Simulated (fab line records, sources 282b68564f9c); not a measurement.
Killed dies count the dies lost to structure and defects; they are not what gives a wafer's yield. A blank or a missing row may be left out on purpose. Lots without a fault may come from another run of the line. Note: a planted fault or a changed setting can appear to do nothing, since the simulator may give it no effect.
Which tool is to blame? | flow rit cmos | 42 wafers from 14 lots sampled at 2 of the route's 202 steps

## WHAT THE GAUGES SHOWED, per wafer
The record holds no reading of a measuring or inspecting step that can be judged against a usual standard deviation.

## EACH LOT AND THE TOOL THAT RAN IT (in order: tool; ch and the chambers of the sampled wafers; start)
lot  | RIT_SDANNEAL_CLEAN_00          | RIT_M1_PROBE_99
L103 | wet bench-04 ch 3, day 3 00:48 | -
L104 | wet bench-04 ch 0, day 3 07:14 | -
L105 | wet bench-01 ch 0, day 3 15:21 | -
L107 | wet bench-02 ch 3, day 3 21:51 | -
L108 | wet bench-02 ch 1, day 4 02:50 | -
L109 | wet bench-02 ch 2, day 4 09:06 | -
L110 | wet bench-04 ch 3, day 4 17:23 | -
L111 | wet bench-02 ch 2, day 4 19:00 | prober-02, day 5 04:24
L114 | wet bench-02 ch 1, day 5 09:52 | prober-01, day 5 18:52
L115 | wet bench-04 ch 3, day 5 17:13 | -
L121 | wet bench-01 ch 0, day 7 00:18 | prober-02, day 7 08:34
L123 | wet bench-04 ch 2, day 7 09:43 | -
L124 | wet bench-01 ch 0, day 7 12:41 | -
L126 | wet bench-04 ch 1, day 7 21:56 | prober-01, day 8 06:15
- RIT_SDANNEAL_CLEAN_00: cleans in SC1, time 600 s.
- RIT_M1_PROBE_99

## WHAT THE TOOLS THEMSELVES READ (means of the sampled wafers that have a number; where no wafer has one, the mark that the record gives instead)
RIT_M1_PROBE_99.
lot  | tool      | killed_at_M0_to_M3 | killed at contacts | killed at front end | killed dies | killed on rim | killed open | killed short
L111 | prober-02 | 0.0                | 0.0                | 41                  | 41          | 12.7          | 5.3         | 6.3
L114 | prober-01 | 0.0                | 0.0                | 25                  | 25          | 11.0          | 3.7         | 3.3
L121 | prober-02 | 0.0                | 0.0                | 7                   | 7           | 2.0           | 3.7         | 3.0
L126 | prober-01 | 0.0                | 0.0                | 6                   | 6           | 1.3           | 3.3         | 2.7

## THE ANSWER, worked out from the rows above alone
Rule: the usual values come from the lots themselves. The widest of any qualifying gaps counts: lots, ordered by their means at a reading, are off when they make up no more than a third of the lots, leave a main group of 4 or more, and stand apart from it by 3 or more times the standard deviation of that group's means. A main group is skipped when, at the precision printed for the reading in the tables above, its means are all equal. A lot without any number at a reading at which 4 lots or more have one is off too. Any other lot the step has rows for is counted as sound. After the gauges, taken in route order, come the tools' own readings; for these a lot's mean is taken, as printed above. At the first step where some lot is off, the reading lying furthest off is the one used; lots without a number count as furthest.
None of the lots is off at any reading shown; this tells nothing.

## WHAT WAS PUT IN BY THE SIMULATOR
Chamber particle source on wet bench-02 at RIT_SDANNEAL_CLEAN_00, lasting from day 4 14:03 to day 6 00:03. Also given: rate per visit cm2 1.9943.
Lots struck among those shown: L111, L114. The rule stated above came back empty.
